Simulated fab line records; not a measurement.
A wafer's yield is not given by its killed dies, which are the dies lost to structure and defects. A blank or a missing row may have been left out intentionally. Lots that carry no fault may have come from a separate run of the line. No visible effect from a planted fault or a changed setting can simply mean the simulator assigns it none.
The same fault as seen by 2 desks || flow berkeley-cmos170 || what lay behind the numbers comes last; until then each desk has only its own

## FROM THE METROLOGY DESK
What the gauges read for every lot (on any tool): the sampled wafers with a number, averaged. A lot is out of limits, marked OUT, if its mean lies more than 4 standard deviations from the usual mean; the brackets give that distance.
Columns: A = V1_OVL at UCB170_V1_OVL_MEAS_13, usual 1 nm; B = M3_AL_RS at UCB170_M3_RS_MEAS_02, usual 0.03227 ohm/sq; C = M3_AL_THK at UCB170_M3_THK_MEAS_03, usual 896 nm; D = M3_OVL at UCB170_M3_OVL_MEAS_16, usual 0 nm
{"lot": "L218", "first seen here": "day 7 14:52", "A": 4, "B": 0.03237, "C": 893, "D": -10}
{"lot": "L217", "first seen here": "day 7 15:19", "A": -12, "B": 0.03244, "C": 898, "D": 15}
{"lot": "L219", "first seen here": "day 8 03:43", "A": 0, "B": 0.03264, "C": 877, "D": 10}
{"lot": "L220", "first seen here": "day 8 11:17", "A": -4, "B": 0.03244, "C": 898, "D": -1}
{"lot": "L221", "first seen here": "day 8 11:31", "A": -2, "B": 0.03165, "C": 906, "D": 4}
{"lot": "L222", "first seen here": "day 8 20:02", "A": -5, "B": 0.03231, "C": 894, "D": -3}
{"lot": "L223", "first seen here": "day 9 10:07", "A": 4, "B": 0.03242, "C": 900, "D": -1}
{"lot": "L225", "first seen here": "day 9 10:32", "A": 2, "B": 0.03227, "C": 902, "D": 8}
{"lot": "L226", "first seen here": "day 9 10:46", "A": 6, "B": "0.03436 (+7.0) OUT", "C": 856, "D": -2}
{"lot": "L230", "first seen here": "day 10 10:53", "A": -5, "B": "0.03451 (+7.5) OUT", "C": "845 (-4.6) OUT", "D": -1}
{"lot": "L232", "first seen here": "day 10 19:49", "A": -3, "B": 0.03237, "C": 890, "D": -9}
{"lot": "L233", "first seen here": "day 11 00:04", "A": 3, "B": 0.03231, "C": 896, "D": -2}
{"lot": "L234", "first seen here": "day 11 00:21", "A": 3, "B": 0.03223, "C": 901, "D": -4}
{"lot": "L235", "first seen here": "day 11 00:47", "A": -2, "B": 0.03230, "C": 899, "D": 1}
Per this desk, out of limits: L226, L230; the first was L226, day 9 20:40 (M3_AL_RS at UCB170_M3_RS_MEAS_02). L218, L217, L219, L220, L221, L222, L223, L225, L232, L233, L234, L235: within limits.

## AT THE TOOL OWNER'S DESK: pvd-sputter-02
The tool's own readings at UCB170_M3_SPUTTER_01 (material Al, target thk 900 nm, time 120 s): means of the sampled wafers that have a number, for each lot that ran on this tool. A lot is out of limits, marked OUT, if its mean lies more than 4 standard deviations from the usual mean; the brackets give that distance.
Columns: A = throttle-valve-pct at UCB170_M3_SPUTTER_01, usual 30.0 %
{"lot": "L221", "first seen here": "day 8 18:26", "A": 30.9}
{"lot": "L222", "first seen here": "day 9 02:11", "A": 30.6}
{"lot": "L226", "first seen here": "day 9 20:35", "A": 30.6}
{"lot": "L230", "first seen here": "day 10 20:07", "A": 30.6}
This desk found nothing out of limits on any of the 4 lots.

## BROUGHT TOGETHER
On L226, L230, the metrology desk was in a position to raise an alarm at day 9 20:40.
The desk of the tool owner found nothing out of limits.
On record at the tool owner's desk: L226, L230, within its limits.
The lots listed all ran UCB170_M3_SPUTTER_01 on pvd-sputter-02.

## WHAT HAD BEEN PUT IN BY THE SIMULATOR
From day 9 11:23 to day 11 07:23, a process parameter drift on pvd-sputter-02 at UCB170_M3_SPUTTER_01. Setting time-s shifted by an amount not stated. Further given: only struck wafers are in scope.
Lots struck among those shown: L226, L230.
Hours from the fault's start to each desk's first reading out of limits: the metrology desk, 9.
